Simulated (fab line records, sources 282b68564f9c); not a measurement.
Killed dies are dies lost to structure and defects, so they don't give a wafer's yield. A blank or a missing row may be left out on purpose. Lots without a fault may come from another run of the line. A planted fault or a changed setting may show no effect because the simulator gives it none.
One fault seen from 2 desks | flow rit_cmos | each desk has only its own numbers; what lay behind them comes last

THE METROLOGY DESK
What the gauges read, lot by lot, whatever tool the lot ran on: means of the sampled wafers that have a number. A lot is out of limits, marked OUT, if its mean lies more than 4 standard deviations from the usual mean; the brackets give that distance.
Columns: A = PRETRO_TW at RIT_PRETRO_TW_MEAS_10, usual 470
lot  | first seen here | A
L361 | day 2 12:58     | 472
L364 | day 3 04:14     | 470
L366 | day 3 15:11     | 471
L367 | day 3 19:49     | 472
L368 | day 4 00:08     | 473
L370 | day 4 12:07     | 467
L371 | day 4 17:18     | 466
L372 | day 5 00:20     | 465
L374 | day 5 06:36     | 552 (+20) OUT
L375 | day 5 12:08     | 539 (+17) OUT
L380 | day 6 11:44     | 474
L381 | day 6 16:17     | 477
L382 | day 6 22:16     | 472
L383 | day 7 02:37     | 472
This desk's finding: out of limits on L374, L375; first on L374, day 5 06:36 (PRETRO_TW at RIT_PRETRO_TW_MEAS_10). In limits: L361, L364, L366, L367, L368, L370, L371, L372, L380, L381, L382, L383.

THE TOOL OWNER'S DESK: implanter-03
The tool's own readings at RIT_PRETRO_IMPLANT_08: means of the sampled wafers that have a number, for each lot that ran on this tool. A lot is out of limits, marked OUT, if its mean lies more than 4 standard deviations from the usual mean; the brackets give that distance.
Columns: A = dose_ions_cm2 at RIT_PRETRO_IMPLANT_08, usual 1.2e+13; B = faraday_current_uA at RIT_PRETRO_IMPLANT_08, usual 38.0
lot  | first seen here | A                         | B
L364 | day 3 03:55     | 1.2e+13                   | 37.9
L370 | day 4 11:48     | 1.2e+13                   | 38.4
L372 | day 5 00:01     | 1.2e+13                   | 38.3
L374 | day 5 06:17     | 1.9e+13 (+99 or more) OUT | 60.9 (+32) OUT
L375 | day 5 11:48     | 1.9e+13 (+99 or more) OUT | 60.0 (+31) OUT
This desk's finding: out of limits on L374, L375; first on L374, day 5 06:17 (dose_ions_cm2 at RIT_PRETRO_IMPLANT_08). In limits: L364, L370, L372.

PUT TOGETHER
The tool owner's desk could have raised an alarm at day 5 06:17, on L374, L375.
The metrology desk could have raised an alarm at day 5 06:36, on L374, L375.
Of the lots named, all ran RIT_PRETRO_IMPLANT_08 on implanter-03.

WHAT THE SIMULATOR HAD PUT IN
Process parameter drift: implanter-03, from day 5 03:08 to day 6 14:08, at RIT_PRETRO_IMPLANT_08. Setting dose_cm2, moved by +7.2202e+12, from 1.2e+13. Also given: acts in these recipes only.
Lots struck among those shown: L374, L375.
Hours from the fault's start to each desk's first reading out of limits: the tool owner's desk, 3; the metrology desk, 3.
